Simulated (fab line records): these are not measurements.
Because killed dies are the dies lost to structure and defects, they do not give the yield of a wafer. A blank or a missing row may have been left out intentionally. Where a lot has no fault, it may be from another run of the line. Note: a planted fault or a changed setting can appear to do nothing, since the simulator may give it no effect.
2 desks looking at one fault | flow ritCmos | numbers are kept per desk, each desk with only its own; the story behind them comes last

## TOOL OWNER'S DESK, rieMetal-01
The tool's own readings at RIT_M1_METAL_ETCH_12 (etches Al in Cl2/BCl3, stops on SiO2, time 165 s, target depth 600 nm): means of the sampled wafers that have a number, for each lot that ran on this tool. A lot is out of limits, marked OUT, if its mean lies more than 4 standard deviations from the usual mean; the brackets give that distance.
Columns: A = bcl3FlowSccm at RIT_M1_METAL_ETCH_12, usual 49.98 sccm; B = drypumpMotorCurrentA at RIT_M1_METAL_ETCH_12, usual 5.5 A; C = heBacksideLeakSccm at RIT_M1_METAL_ETCH_12, usual 3.35 sccm; D = oesProductAu at RIT_M1_METAL_ETCH_12, usual 0.776 a.u.; E = runLengthS at RIT_M1_METAL_ETCH_12, usual 193.4 s; F = throttleValvePct at RIT_M1_METAL_ETCH_12, usual 8.22 %
lot  | first seen here | A     | B   | C    | D                | E               | F
L915 | day 3 19:59     | 49.84 | 5.3 | 3.44 | 0.793            | 193.0           | 8.30
L918 | day 4 07:41     | 50.04 | 5.0 | 3.46 | 0.796            | 193.1           | 8.38
L921 | day 4 23:56     | 49.92 | 5.5 | 3.39 | 0.783            | 193.4           | 8.22
L927 | day 6 04:43     | 49.96 | 5.6 | 3.48 | 0.913 (+9.8) OUT | 149.2 (-61) OUT | 8.21
L930 | day 6 20:55     | 50.11 | 5.5 | 3.39 | 0.913 (+9.8) OUT | 149.2 (-61) OUT | 8.20
This desk finds L927, L930 out of limits, L927 being first, at day 6 04:43 (oesProductAu at RIT_M1_METAL_ETCH_12). L915, L918, L921: within limits.

## THE METROLOGY DESK
Lot by lot, what the gauges showed, no matter which tool ran the lot: averages of those sampled wafers that carry a number. A lot is out of limits, marked OUT, if its mean lies more than 4 standard deviations from the usual mean; the brackets give that distance.
Columns: A = cdNm at RIT_M1_CD_MEAS_90, usual 2601.1 nm
lot  | first seen here | A
L913 | day 3 06:50     | 2598.3
L914 | day 3 13:02     | 2602.5
L915 | day 3 20:32     | 2604.3
L916 | day 4 00:28     | 2601.6
L917 | day 4 04:17     | 2601.7
L918 | day 4 08:13     | 2603.5
L919 | day 4 13:42     | 2600.4
L920 | day 4 17:12     | 2600.8
L921 | day 5 00:27     | 2601.1
L927 | day 6 05:13     | 2606.9
L928 | day 6 09:51     | 2598.6
L930 | day 6 21:25     | 2608.1
L931 | day 7 01:10     | 2600.9
L933 | day 7 13:02     | 2598.9
This desk found nothing out of limits on any of the 14 lots.

## ALL TOGETHER
On L927, L930, at day 6 04:43, an alarm was possible from the tool owner's desk.
The metrology desk saw nothing out of limits.
The metrology desk has L927, L930 on record, within its limits.
Of the lots named, all ran RIT_M1_METAL_ETCH_12 on rieMetal-01.

## WHAT THE SIMULATOR PUT IN
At RIT_M1_METAL_ETCH_12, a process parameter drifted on rieMetal-01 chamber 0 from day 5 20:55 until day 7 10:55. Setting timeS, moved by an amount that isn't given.
Shown lots that were struck: L927, L930.
Delay in hours, fault start to first out-of-limits reading, by desk: the tool owner's desk at 8.
